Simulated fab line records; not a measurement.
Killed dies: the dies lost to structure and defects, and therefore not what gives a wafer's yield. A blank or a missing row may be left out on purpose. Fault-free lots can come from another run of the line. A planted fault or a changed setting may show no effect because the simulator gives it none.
Which of the tools did it? ; flow berkeley_cmos170 ; 14 lots, 42 wafers sampled, at 3 steps of a route of 331

## WHAT THE GAUGES SHOWED, per wafer
UCB170_M2_OVL_MEAS_16.
lot;measured;on;M2_OVL (nm)
L826;day 8 17:17;overlay-01;-12 -11 -12
L825;day 8 20:23;overlay-01;5 -1 -2
L829;day 9 01:19;overlay-02;1 -7 3
L827;day 9 06:08;overlay-01;-3 -3 1
L828;day 9 06:25;overlay-02;-13 -5 1
L830;day 9 20:09;overlay-01;-8 0 -2
L833;day 10 03:35;overlay-02;-12 3 -5
L835;day 10 17:06;overlay-01;-3 -4 -2
L840;day 11 13:58;overlay-02;6 -9 -5
L843;day 11 18:44;overlay-01;-2 -3 -2
L842;day 11 20:59;overlay-02;3 1 10
L844;day 12 03:38;overlay-01;1 1 -2
L846;day 12 16:37;overlay-02;-1 -1 7
L847;day 12 16:52;overlay-01;7 -2 -1

UCB170_M3_RS_MEAS_02: a four-point-probe measurement.
lot;measured;on;M3_AL_RS (ohm/sq)
L826;day 8 20:49;film_metro-04;0.0324 0.0324 0.0322
L825;day 9 01:31;film_metro-02;0.0326 0.0326 0.0321
L829;day 9 05:19;film_metro-02;0.0318 0.0317 0.0321
L827;day 9 10:56;film_metro-02;0.0322 0.0322 0.0320
L828;day 9 11:00;film_metro-04;0.0315 0.0324 0.0319
L830;day 10 01:38;film_metro-02;0.0322 0.0320 0.0319
L833;day 10 06:59;film_metro-02;0.0323 0.0321 0.0320
L835;day 10 20:53;film_metro-03;0.0325 0.0322 0.0326
L840;day 11 17:08;film_metro-04;0.0325 0.0320 0.0320
L843;day 11 23:07;film_metro-04;0.0320 0.0319 0.0318
L842;day 12 00:09;film_metro-03;0.0316 0.0318 0.0318
L844;day 12 07:04;film_metro-03;0.0324 0.0318 0.0321
L846;day 12 19:38;film_metro-04;0.0325 0.0322 0.0327
L847;day 12 19:56;film_metro-04;0.0318 0.0321 0.0320

UCB170_M3_THK_MEAS_03: measures by xrf.
lot;measured;on;M3_AL_THK (nm)
L826;day 8 20:56;film_metro-04;885 882 886
L825;day 9 01:37;film_metro-02;882 875 896
L829;day 9 05:25;film_metro-02;900 898 890
L827;day 9 11:02;film_metro-02;892 890 893
L828;day 9 11:07;film_metro-04;914 885 902
L830;day 10 01:45;film_metro-02;893 903 900
L833;day 10 07:07;film_metro-02;892 899 897
L835;day 10 21:01;film_metro-03;882 886 880
L840;day 11 17:14;film_metro-04;880 897 888
L843;day 11 23:12;film_metro-04;898 896 903
L842;day 12 00:15;film_metro-03;910 903 896
L844;day 12 07:11;film_metro-03;882 899 889
L846;day 12 19:45;film_metro-04;886 897 883
L847;day 12 20:03;film_metro-04;906 895 894

## EACH LOT AND THE TOOL THAT RAN IT (in order: tool; ch and the chambers of the sampled wafers; start)
No process step before these readings appears in the record.

## WHAT THE TOOLS THEMSELVES READ (means of the sampled wafers that have a number; where no wafer has one, the mark that the record gives instead)
The record holds no such reading with a usual standard deviation.

## THE ANSWER, worked out from the rows above alone
Rule: the usual values come from the lots themselves. The widest of any qualifying gaps counts: lots, ordered by their means at a reading, are off when they make up no more than a third of the lots, leave a main group of 4 or more, and stand apart from it by 3 or more times the standard deviation of that group's means. A main group is skipped when, at the precision printed for the reading in the tables above, its means are all equal. Also off: a lot with no number at a reading for which 4 or more lots have one. The other lots that the step has rows for count as sound. The gauges are gone through in route order, then the tools' own readings, and for those a lot's mean is taken as printed above. The first step at which some lot is off is used, and at that step the reading that is off furthest; a lot without a number counts as furthest.
No lot is off on any of the readings shown, so nothing can be concluded from this.

## WHAT THE SIMULATOR PUT IN
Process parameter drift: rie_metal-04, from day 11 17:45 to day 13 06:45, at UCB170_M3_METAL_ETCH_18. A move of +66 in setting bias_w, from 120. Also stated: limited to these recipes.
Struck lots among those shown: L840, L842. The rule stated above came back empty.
